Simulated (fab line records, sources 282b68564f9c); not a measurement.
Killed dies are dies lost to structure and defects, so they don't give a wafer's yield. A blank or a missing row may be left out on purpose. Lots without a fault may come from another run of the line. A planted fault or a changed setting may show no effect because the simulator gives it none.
Which tool did it? | flow rit_cmos | 13 lots, 39 wafers sampled, at 2 steps of a route of 202

WHAT THE GAUGES READ, wafer by wafer
The record holds no reading of a measuring or inspecting step that can be judged against a usual standard deviation.

WHICH TOOL RAN EACH LOT (tool, then ch and the chambers of the sampled wafers, then the start)
lot  | RIT_NSD_SOFTBAKE_02              | RIT_M1_PROBE_99
L456 | litho_track-04 ch 0, day 3 03:31 | prober-02, day 3 14:28
L457 | litho_track-03 ch 0, day 3 07:32 | prober-01, day 3 18:35
L458 | litho_track-02 ch 0, day 3 14:32 | prober-02, day 4 01:41
L459 | litho_track-03 ch 0, day 3 16:29 | prober-01, day 4 03:11
L460 | litho_track-03 ch 0, day 3 21:33 | prober-02, day 4 07:52
L461 | litho_track-04 ch 0, day 4 02:11 | prober-01, day 4 12:55
L469 | litho_track-02 ch 0, day 5 16:19 | prober-01, day 6 02:52
L470 | litho_track-02 ch 0, day 6 05:07 | prober-02, day 6 15:52
L471 | litho_track-04 ch 0, day 6 12:01 | prober-01, day 6 22:44
L472 | litho_track-03 ch 0, day 6 17:27 | prober-02, day 7 04:13
L474 | litho_track-04 ch 0, day 6 21:52 | prober-02, day 7 08:46
L475 | litho_track-03 ch 0, day 7 11:36 | prober-01, day 7 22:11
L477 | litho_track-03 ch 0, day 7 15:41 | prober-01, day 8 02:41
- RIT_NSD_SOFTBAKE_02: time 60 s.
- RIT_M1_PROBE_99

WHAT THE TOOLS THEMSELVES READ (means of the sampled wafers that have a number; where no wafer has one, the mark that the record gives instead)
RIT_NSD_SOFTBAKE_02. Usual: run_length_s 89.16 s, standard deviation 0.17.
lot  | tool           | run_length_s (s) | flag
L456 | litho_track-04 | 89.32            |
L457 | litho_track-03 | 89.21            |
L458 | litho_track-02 | 89.13            |
L459 | litho_track-03 | 89.11            |
L460 | litho_track-03 | 89.28            |
L461 | litho_track-04 | 89.32            |
L469 | litho_track-02 | 103.97           | OFF
L470 | litho_track-02 | 104.00           | OFF
L471 | litho_track-04 | 89.42            |
L472 | litho_track-03 | 89.14            |
L474 | litho_track-04 | 89.51            |
L475 | litho_track-03 | 89.13            |
L477 | litho_track-03 | 89.15            |

RIT_M1_PROBE_99. Usual: killed_at_M0_to_M3 0.0, standard deviation 0.12; killed_at_contacts 0.0, standard deviation 0.2; killed_at_front_end 6.6, standard deviation 2.8; killed_dies 6.6, standard deviation 2.8; killed_open 3.3, standard deviation 1.9; killed_short 3.2, standard deviation 1.8.
lot  | tool      | killed_at_M0_to_M3 | killed_at_contacts | killed_at_front_end | killed_dies | killed_open | killed_short | flag
L456 | prober-02 | 0.0                | 0.0                | 7.0                 | 7.0         | 4.3         | 2.7          |
L457 | prober-01 | 0.3                | 0.0                | 6.0                 | 6.3         | 1.7         | 4.3          |
L458 | prober-02 | 0.0                | 0.0                | 5.7                 | 5.7         | 2.0         | 3.7          |
L459 | prober-01 | 0.0                | 0.0                | 7.0                 | 7.0         | 3.7         | 3.3          |
L460 | prober-02 | 0.0                | 0.0                | 7.3                 | 7.3         | 5.3         | 2.0          |
L461 | prober-01 | 0.0                | 0.0                | 9.0                 | 9.0         | 4.3         | 4.7          |
L469 | prober-01 | 0.0                | 0.0                | 7.7                 | 7.7         | 4.0         | 3.7          |
L470 | prober-02 | 0.0                | 0.0                | 8.0                 | 8.0         | 4.0         | 3.7          |
L471 | prober-01 | 0.0                | 0.0                | 5.3                 | 5.3         | 2.7         | 2.7          |
L472 | prober-02 | 0.0                | 0.0                | 9.7                 | 9.7         | 5.3         | 4.3          |
L474 | prober-02 | 0.0                | 0.0                | 7.7                 | 7.7         | 4.0         | 3.7          |
L475 | prober-01 | 0.0                | 0.3                | 6.0                 | 6.3         | 2.7         | 3.7          |
L477 | prober-01 | 0.0                | 0.0                | 8.3                 | 8.3         | 3.7         | 4.0          |

THE ANSWER, worked out from the rows above alone
Rule: a lot is off if the mean of its wafers that have a number lies more than 3 standard deviations from the usual mean. A lot without any number at a reading at which 4 lots or more have one is off too. The other lots that the step has rows for count as sound. The gauges are gone through in route order, then the tools' own readings, and for those a lot's mean is taken as printed above. The first step at which some lot is off is used, and at that step the reading that is off furthest; a lot without a number counts as furthest.
Off: L469, L470, at RIT_NSD_SOFTBAKE_02 (run_length_s).
A tool fits if, at that step or a process step before it, it ran every lot that is off, and no sound lot after the first of them. One fits: litho_track-02 at RIT_NSD_SOFTBAKE_02. Its last sound lot is L458 (day 3 14:32), its first lot that is off L469 (day 5 16:19): a fault that began between those two fits.
The tool's own readings at RIT_NSD_SOFTBAKE_02 bear it out: on the lots that are off they differ by more than 5 times the standard deviation of the sound lots' means. run_length_s reads 103.98 s there against 89.25 s on the sound lots.

WHAT THE SIMULATOR HAD PUT IN
Process parameter drift: litho_track-02, from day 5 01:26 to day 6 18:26, at RIT_NSD_SOFTBAKE_02. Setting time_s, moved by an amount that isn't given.
Lots struck among those shown: L469, L470. The rule above found the same.
